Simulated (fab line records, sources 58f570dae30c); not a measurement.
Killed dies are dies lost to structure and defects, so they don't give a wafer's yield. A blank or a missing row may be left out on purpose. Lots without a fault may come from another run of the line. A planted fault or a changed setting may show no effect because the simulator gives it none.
Which tool did it? | flow berkeley_cmos170 | 14 lots, 42 wafers sampled, at 7 steps of a route of 331

WHAT THE GAUGES READ, wafer by wafer
UCB170_NLDD_OVL_MEAS_07.
lot  | measured     | on         | NLDD_OVL (nm)
L327 | day 5 14:24  | overlay-01 | -1 5 0
L330 | day 6 23:25  | overlay-02 | 7 1 9
L329 | day 6 23:39  | overlay-02 | 18 13 9
L332 | day 6 23:57  | overlay-02 | 9 12 10
L331 | day 7 12:55  | overlay-02 | 3 3 -7
L333 | day 7 13:12  | overlay-01 | 15 9 13
L334 | day 8 01:04  | overlay-02 | 6 9 3
L337 | day 8 14:19  | overlay-01 | -8 -7 -11
L341 | day 9 00:53  | overlay-01 | 4 8 -1
L340 | day 9 01:10  | overlay-02 | 5 1 14
L344 | day 10 02:56 | overlay-01 | 3 1 4
L345 | day 10 11:11 | overlay-02 | 8 1 -2
L347 | day 10 16:33 | overlay-02 | 10 6 17
L348 | day 11 00:32 | overlay-02 | 1 -4 3

UCB170_PSD_OVL_MEAS_07.
lot  | measured     | on         | PSD_OVL (nm)
L327 | day 5 18:44  | overlay-01 | 5 0 4
L330 | day 7 04:16  | overlay-02 | 4 -6 -4
L329 | day 7 04:23  | overlay-01 | -2 1 0
L332 | day 7 04:41  | overlay-01 | 6 10 10
L331 | day 7 20:00  | overlay-01 | -1 -1 -4
L333 | day 7 20:16  | overlay-02 | 5 1 5
L334 | day 8 08:36  | overlay-02 | 7 0 3
L337 | day 8 21:26  | overlay-02 | 2 6 0
L341 | day 9 08:22  | overlay-01 | -9 -6 -8
L340 | day 9 08:30  | overlay-02 | 4 7 11
L344 | day 10 08:42 | overlay-01 | 4 8 7
L345 | day 10 17:38 | overlay-01 | 1 1 -3
L347 | day 10 22:04 | overlay-02 | 4 9 6
L348 | day 11 08:50 | overlay-01 | 0 -2 -1

UCB170_SDANNEAL_RS_MEAS_02: measures by four-point-probe.
lot  | measured     | on            | PSD_RS (ohm/sq)
L327 | day 5 22:14  | film_metro-04 | 76.1 76.1 76.2
L330 | day 7 07:48  | film_metro-02 | 75.7 75.4 75.8
L329 | day 7 08:13  | film_metro-04 | 75.6 75.1 75.2
L332 | day 7 08:08  | film_metro-01 | 75.5 75.5 75.5
L331 | day 8 01:06  | film_metro-02 | 75.3 75.5 75.3
L333 | day 8 00:56  | film_metro-01 | 75.5 75.7 76.1
L334 | day 8 11:29  | film_metro-01 | 75.5 75.2 75.3
L337 | day 9 01:32  | film_metro-01 | 75.0 75.3 75.1
L341 | day 9 14:10  | film_metro-02 | 69.2 69.1 69.2
L340 | day 9 14:22  | film_metro-04 | 70.0 69.9 70.3
L344 | day 10 11:52 | film_metro-04 | 76.1 75.9 75.9
L345 | day 10 22:31 | film_metro-02 | 75.3 74.9 74.9
L347 | day 11 01:10 | film_metro-01 | 75.8 75.4 75.3
L348 | day 11 12:16 | film_metro-02 | 76.1 75.5 76.0

UCB170_SDANNEAL_RS_MEAS_03: measures by four-point-probe.
lot  | measured     | on            | NSD_RS (ohm/sq)
L327 | day 5 22:21  | film_metro-04 | 37.36 37.30 37.48
L330 | day 7 07:55  | film_metro-02 | 37.32 37.22 37.26
L329 | day 7 08:20  | film_metro-04 | 37.17 37.18 37.13
L332 | day 7 08:15  | film_metro-01 | 37.11 37.07 37.15
L331 | day 8 01:13  | film_metro-02 | 37.27 37.21 37.38
L333 | day 8 01:04  | film_metro-01 | 37.24 37.31 37.30
L334 | day 8 11:36  | film_metro-01 | 37.18 37.23 37.16
L337 | day 9 01:39  | film_metro-01 | 37.14 37.27 37.17
L341 | day 9 14:17  | film_metro-02 | 35.74 35.75 35.81
L340 | day 9 14:29  | film_metro-04 | 36.01 36.11 36.06
L344 | day 10 11:59 | film_metro-04 | 37.44 37.39 37.37
L345 | day 10 22:38 | film_metro-02 | 37.22 37.19 37.16
L347 | day 11 01:17 | film_metro-01 | 37.24 37.14 37.20
L348 | day 11 12:23 | film_metro-02 | 37.19 37.23 37.41

UCB170_SDANNEAL_RS_MEAS_04: measures by four-point-probe.
lot  | measured     | on            | PLDD_RS (ohm/sq)
L327 | day 5 22:28  | film_metro-04 | 1034 1033 1033
L330 | day 7 08:02  | film_metro-02 | 1027 1026 1026
L329 | day 7 08:28  | film_metro-04 | 1032 1034 1036
L332 | day 7 08:22  | film_metro-01 | 1026 1029 1029
L331 | day 8 01:20  | film_metro-02 | 1032 1031 1029
L333 | day 8 01:11  | film_metro-01 | 1030 1031 1031
L334 | day 8 11:43  | film_metro-01 | 1030 1029 1027
L337 | day 9 01:46  | film_metro-01 | 1028 1031 1031
L341 | day 9 14:24  | film_metro-02 | 1019 1022 1023
L340 | day 9 14:36  | film_metro-04 | 1023 1023 1026
L344 | day 10 12:07 | film_metro-04 | 1038 1039 1039
L345 | day 10 22:46 | film_metro-02 | 1029 1032 1031
L347 | day 11 01:24 | film_metro-01 | 1033 1030 1033
L348 | day 11 12:31 | film_metro-02 | 1033 1030 1029

UCB170_M1_CD_MEAS_09: target cd 700 nm.
lot  | measured     | on        | cd_nm (nm)
L327 | day 6 04:58  | cd_sem-02 | 702.9 700.8 702.2
L330 | day 7 14:20  | cd_sem-01 | 702.2 700.2 700.6
L329 | day 7 17:05  | cd_sem-01 | 699.6 701.3 699.8
L332 | day 7 17:19  | cd_sem-02 | 699.5 701.0 700.6
L331 | day 8 10:05  | cd_sem-01 | 699.3 699.3 699.4
L333 | day 8 07:53  | cd_sem-02 | 701.6 702.6 703.9
L334 | day 8 19:42  | cd_sem-01 | 697.3 698.4 698.0
L337 | day 9 10:58  | cd_sem-02 | 701.0 699.6 700.0
L341 | day 10 04:15 | cd_sem-01 | 701.7 702.5 703.4
L340 | day 10 04:18 | cd_sem-02 | 700.5 699.1 701.0
L344 | day 10 23:37 | cd_sem-02 | 701.8 701.0 701.5
L345 | day 11 05:51 | cd_sem-02 | 701.2 700.4 699.7
L347 | day 11 09:01 | cd_sem-02 | 700.1 700.2 700.5
L348 | day 11 19:22 | cd_sem-01 | 699.9 699.9 700.5

WHICH TOOL RAN EACH LOT (tool, then ch and the chambers of the sampled wafers, then the start)
lot  | UCB170_SDANNEAL_RTA_01
L327 | rtp_anneal-01 ch 0, day 5 22:10
L330 | rtp_anneal-01 ch 0, day 7 07:43
L329 | rtp_anneal-01 ch 0, day 7 08:10
L332 | rtp_anneal-02 ch 0, day 7 08:01
L331 | rtp_anneal-02 ch 0, day 8 00:59
L333 | rtp_anneal-01 ch 0, day 8 00:53
L334 | rtp_anneal-02 ch 0, day 8 11:25
L337 | rtp_anneal-01 ch 0, day 9 01:28
L341 | rtp_anneal-01 ch 0, day 9 14:05
L340 | rtp_anneal-01 ch 0, day 9 14:17
L344 | rtp_anneal-02 ch 0, day 10 11:48
L345 | rtp_anneal-02 ch 0, day 10 22:27
L347 | rtp_anneal-02 ch 0, day 11 01:05
L348 | rtp_anneal-02 ch 0, day 11 12:13
- UCB170_SDANNEAL_RTA_01: time 5 s.

WHAT THE TOOLS THEMSELVES READ (means of the sampled wafers that have a number; where no wafer has one, the mark that the record gives instead)
UCB170_SDANNEAL_RTA_01.
lot  | tool          | lamp_power_pct (%) | wafer_temp_C_max
L327 | rtp_anneal-01 | 36.7               | 1054.6
L330 | rtp_anneal-01 | 36.6               | 1054.1
L329 | rtp_anneal-01 | 36.6               | 1054.7
L332 | rtp_anneal-02 | 38.5               | 1056.1
L331 | rtp_anneal-02 | 38.4               | 1057.1
L333 | rtp_anneal-01 | 36.7               | 1054.1
L334 | rtp_anneal-02 | 38.4               | 1055.8
L337 | rtp_anneal-01 | 36.7               | 1053.7
L341 | rtp_anneal-01 | 36.7               | 1053.8
L340 | rtp_anneal-01 | 36.6               | 1054.7
L344 | rtp_anneal-02 | 38.4               | 1055.5
L345 | rtp_anneal-02 | 38.5               | 1056.5
L347 | rtp_anneal-02 | 38.4               | 1056.8
L348 | rtp_anneal-02 | 38.4               | 1056.3

THE ANSWER, worked out from the rows above alone
Rule: what is usual is taken from the lots themselves. Put in order of their means at a reading, lots are off if they are a third of the lots or fewer, leave a main group of 4 or more, and stand apart from it by a gap of 3 or more times the standard deviation of the main group's means; of several such gaps the widest counts. A main group whose means are all the same, to the digits that the tables above print for the reading, isn't used. A lot without any number at a reading at which 4 lots or more have one is off too. The other lots that the step has rows for count as sound. The gauges are gone through in route order, then the tools' own readings, and for those a lot's mean is taken as printed above. The first step at which some lot is off is used, and at that step the reading that is off furthest; a lot without a number counts as furthest.
Off: L341, L340, at UCB170_SDANNEAL_RS_MEAS_02 (PSD_RS). The main group: mean 75.5 ohm/sq, standard deviation 0.32.
A tool fits if, at a process step before that reading, it ran every lot that is off, and no sound lot after the first of them. The gauges at UCB170_SDANNEAL_RS_MEAS_02 are tried like those tools. One fits: rtp_anneal-01 at UCB170_SDANNEAL_RTA_01. Its last sound lot is L337 (day 9 01:28), its first lot that is off L341 (day 9 14:05): a fault that began between those two fits.

WHAT THE SIMULATOR HAD PUT IN
Process parameter drift: rtp_anneal-01, from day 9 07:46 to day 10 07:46, at UCB170_SDANNEAL_RTA_01. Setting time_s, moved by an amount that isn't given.
Lots struck among those shown: L341, L340. The rule above found the same.
